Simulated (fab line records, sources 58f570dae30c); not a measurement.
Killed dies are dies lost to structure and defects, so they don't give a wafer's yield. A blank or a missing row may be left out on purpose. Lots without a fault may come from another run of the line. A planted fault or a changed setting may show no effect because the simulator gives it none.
Which tool did it? | flow berkeley_cmos170 | 15 lots, 45 wafers sampled, at 4 steps of a route of 331

WHAT THE GAUGES READ, wafer by wafer
UCB170_V2_CD_MEAS_90: target cd 700 nm.
lot  | measured     | on        | cd_nm (nm)
L725 | day 8 03:59  | cd_sem-01 | 700.3 701.1 699.7
L727 | day 8 14:32  | cd_sem-01 | 703.6 701.9 701.3
L728 | day 8 13:13  | cd_sem-02 | 700.0 699.8 703.4
L729 | day 9 08:46  | cd_sem-01 | 698.5 699.2 699.0
L730 | day 9 06:58  | cd_sem-01 | 700.2 699.6 701.4
L733 | day 9 21:29  | cd_sem-01 | 700.1 700.5 701.2
L740 | day 11 02:08 | cd_sem-01 | 698.9 699.3 700.2
L736 | day 11 08:06 | cd_sem-01 | 700.5 701.1 699.1
L738 | day 11 05:34 | cd_sem-01 | 700.4 701.7 701.3
L737 | day 11 07:53 | cd_sem-01 | 696.9 699.5 699.2
L741 | day 11 02:43 | cd_sem-01 | 700.9 699.6 699.8
L746 | day 12 11:03 | cd_sem-01 | 700.5 701.2 702.4
L745 | day 12 09:35 | cd_sem-02 | 696.2 697.2 697.0
L747 | day 12 12:07 | cd_sem-01 | 699.5 700.7 701.5
L748 | day 12 20:20 | cd_sem-02 | 700.3 699.5 700.1

UCB170_M3_THK_MEAS_03: measures by xrf.
lot  | measured     | on            | M3_AL_THK (nm)
L725 | day 8 04:23  | film_metro-02 | 903 888 901
L727 | day 8 14:55  | film_metro-02 | 905 896 906
L728 | day 8 13:37  | film_metro-03 | 894 886 905
L729 | day 9 09:09  | film_metro-03 | 886 898 884
L730 | day 9 07:21  | film_metro-04 | 886 896 891
L733 | day 9 21:53  | film_metro-02 | 882 886 891
L740 | day 11 02:31 | film_metro-02 | 898 894 906
L736 | day 11 08:28 | film_metro-02 | 911 919 912
L738 | day 11 05:56 | film_metro-04 | 878 886 886
L737 | day 11 08:16 | film_metro-04 | 890 905 908
L741 | day 11 03:05 | film_metro-02 | 899 910 900
L746 | day 12 11:26 | film_metro-03 | 915 905 903
L745 | day 12 09:58 | film_metro-02 | 904 909 907
L747 | day 12 12:30 | film_metro-04 | 895 898 893
L748 | day 12 20:44 | film_metro-03 | 906 904 898

WHICH TOOL RAN EACH LOT (tool, then ch and the chambers of the sampled wafers, then the start)
lot  | UCB170_FIELD_CLEAN_00          | UCB170_SILICIDE_RTA_04
L725 | wet_bench-03 ch 1, day 4 15:15 | rtp_anneal-02 ch 0, day 7 10:02
L727 | wet_bench-03 ch 1, day 5 07:19 | rtp_anneal-02 ch 0, day 7 20:03
L728 | wet_bench-03 ch 0, day 5 07:31 | rtp_anneal-01 ch 0, day 7 18:13
L729 | wet_bench-03 ch 2, day 6 06:37 | rtp_anneal-01 ch 0, day 8 15:08
L730 | wet_bench-03 ch 1, day 6 07:02 | rtp_anneal-02 ch 0, day 8 14:19
L733 | wet_bench-02 ch 2, day 6 12:52 | rtp_anneal-02 ch 0, day 9 01:09
L740 | wet_bench-01 ch 2, day 7 07:40 | rtp_anneal-02 ch 0, day 10 05:37
L736 | wet_bench-01 ch 2, day 7 07:51 | rtp_anneal-02 ch 0, day 10 06:19
L738 | wet_bench-03 ch 2, day 7 11:46 | rtp_anneal-01 ch 0, day 10 06:12
L737 | wet_bench-03 ch 1, day 7 12:20 | rtp_anneal-02 ch 0, day 10 05:59
L741 | wet_bench-03 ch 3, day 7 12:49 | rtp_anneal-01 ch 0, day 10 05:50
L746 | wet_bench-02 ch 3, day 8 20:28 | rtp_anneal-01 ch 0, day 11 18:07
L745 | wet_bench-02 ch 1, day 8 20:30 | rtp_anneal-02 ch 0, day 11 17:58
L747 | wet_bench-02 ch 1, day 8 20:53 | rtp_anneal-02 ch 0, day 11 18:23
L748 | wet_bench-02 ch 0, day 9 04:09 | rtp_anneal-01 ch 0, day 12 01:06
- UCB170_FIELD_CLEAN_00: cleans in dHF, time 7.5 s.
- UCB170_SILICIDE_RTA_04: time 15 s.

WHAT THE TOOLS THEMSELVES READ (means of the sampled wafers that have a number; where no wafer has one, the mark that the record gives instead)
UCB170_SILICIDE_RTA_04.
lot  | tool          | chamber_o2_ppm | lamp_power_pct (%) | wafer_temp_C_max
L725 | rtp_anneal-02 | 1.988          | 10.19              | 653.0
L727 | rtp_anneal-02 | 1.995          | 10.19              | 653.3
L728 | rtp_anneal-01 | 1.994          | 9.69               | 651.8
L729 | rtp_anneal-01 | 2.016          | 9.69               | 652.4
L730 | rtp_anneal-02 | 1.981          | 10.19              | 654.0
L733 | rtp_anneal-02 | 2.001          | 10.20              | 652.6
L740 | rtp_anneal-02 | 1.986          | 10.21              | 654.0
L736 | rtp_anneal-02 | 2.004          | 10.20              | 652.6
L738 | rtp_anneal-01 | 2.006          | 9.68               | 652.9
L737 | rtp_anneal-02 | 2.001          | 10.20              | 653.3
L741 | rtp_anneal-01 | 2.019          | 9.70               | 652.6
L746 | rtp_anneal-01 | 1.990          | 9.69               | 652.8
L745 | rtp_anneal-02 | 2.024          | 10.20              | 653.2
L747 | rtp_anneal-02 | 2.006          | 10.21              | 653.6
L748 | rtp_anneal-01 | 2.005          | 9.69               | 652.5

THE ANSWER, worked out from the rows above alone
Rule: what is usual is taken from the lots themselves. Put in order of their means at a reading, lots are off if they are a third of the lots or fewer, leave a main group of 4 or more, and stand apart from it by a gap of 3 or more times the standard deviation of the main group's means; of several such gaps the widest counts. A main group whose means are all the same, to the digits that the tables above print for the reading, isn't used. A lot without any number at a reading at which 4 lots or more have one is off too. The other lots that the step has rows for count as sound. The gauges are gone through in route order, then the tools' own readings, and for those a lot's mean is taken as printed above. The first step at which some lot is off is used, and at that step the reading that is off furthest; a lot without a number counts as furthest.
No lot is off at any reading shown: from this, nothing can be told.

WHAT THE SIMULATOR HAD PUT IN
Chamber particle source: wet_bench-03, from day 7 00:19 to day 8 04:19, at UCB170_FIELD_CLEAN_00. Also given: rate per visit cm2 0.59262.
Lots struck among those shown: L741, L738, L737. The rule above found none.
